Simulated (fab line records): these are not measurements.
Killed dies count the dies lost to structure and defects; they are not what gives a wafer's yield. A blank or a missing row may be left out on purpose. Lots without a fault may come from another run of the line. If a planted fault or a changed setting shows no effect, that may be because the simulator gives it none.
Comparing a struck lot with a sound one    flow rit cmos    15 steps out of a route of 202
Sound: the wafers L882.3, L882.4, L882.5. Struck: wafer L885.5 (L885.2, L885.6, from the same lot, were not struck and are left out); the cause is given at the end.
At each step with rows: each side's tool, then ch and its chambers, then its first start. Under that, the readings that differ: sound wafers    struck wafers    difference of the means    sigmas: that difference in standard deviations of wafers without a fault.
alike: same words and numbers on both sides, and readings whose means sit less than 2 such deviations apart. not compared: any withheld reading, any reading some wafer has no value for, any bound like >300 that may hide the same value, and any number with overlapping values for which the record gives no deviation.
Wherever a step has rows on one side only, a row that says differs or no value, or a row with sigmas, the two part there. Numbers that don't overlap but have no deviation are shown without sigmas and don't part them. A reading missing from all wafers of one side parts the sides only when that side holds two or more wafers.

first, 1 step without rows for these wafers: RIT_GATE_CVD_08 (deposits poly-Si from SiH4, target thk 250 nm, time 2220 s).
RIT_GATE_THK_MEAS_09:
  sound on film metro-03, day 2 21:20; struck on film metro-03, day 3 10:50
  alike: GATE_POLY_THK
then, 6 steps without rows for these wafers: RIT_GATE_HMDS_10 (prime time 60 s); RIT_GATE_COAT_11 (resist thk 850 nm); RIT_GATE_SOFTBAKE_12 (time 60 s); RIT_GATE_EXPOSE_13 (exposes mask M6, target cd 150 nm); RIT_GATE_PEB_14; RIT_GATE_DEVELOP_15 (develop time 50 s).
RIT_GATE_CD_MEAS_16: the cd target is 150 nm.
  sound on cd sem-02, day 2 22:23; struck on cd sem-02, day 3 11:45
reading     sound              struck  difference  sigmas
cd nm (nm)  144.2 145.6 145.9  149.5   +4.3        +2
RIT_GATE_OVL_MEAS_17:
  sound on overlay-01, day 2 22:29; struck on overlay-02, day 3 11:52
  alike: GATE_OVL
then, 1 step without rows for these wafers: RIT_GATE_HARDBAKE_18 (time 60 s).
RIT_GATE_ETCH_19: etches poly-Si in SF6/CHF3/O2, stops on SiO2, time 165 s, target depth 312.5 nm.
  sound on rie si-02 ch 0,1, day 2 22:40; struck on rie si-01 ch 1, day 3 12:02
  alike: drypump motor current A, he backside leak sccm, oes product au, rf fwd power W, throttle valve pct
  not compared: rf hours counter h
RIT_GATE_STRIP_20: strips in O2, time 180 s.
  sound on plasma asher-04 ch 0,1, day 2 22:49; struck on plasma asher-04 ch 0, day 3 12:09
reading              sound           struck  difference  sigmas
o2 flow sccm (sccm)  4006 3980 4012  3210    -789        -61
  alike: drypump motor current A
  not compared: rf hours counter h
RIT_GATE_CD_MEAS_90: the cd target is 150 nm.
  sound on cd sem-01, day 2 22:59; struck on cd sem-01, day 3 12:20
  alike: cd nm
RIT_M1_PROBE_99:
  sound on prober-02, day 3 21:08; struck on prober-01, day 4 09:20
reading      sound  struck  difference  sigmas
killed open  5 4 3  0       -4          -2
  alike: killed at contacts, killed at front end, killed dies, killed on rim, killed short

WHERE THEY PART
Earliest at RIT_GATE_CD_MEAS_16; latest, in this record, at RIT_M1_PROBE_99.

WHY: what had been put in by the simulator
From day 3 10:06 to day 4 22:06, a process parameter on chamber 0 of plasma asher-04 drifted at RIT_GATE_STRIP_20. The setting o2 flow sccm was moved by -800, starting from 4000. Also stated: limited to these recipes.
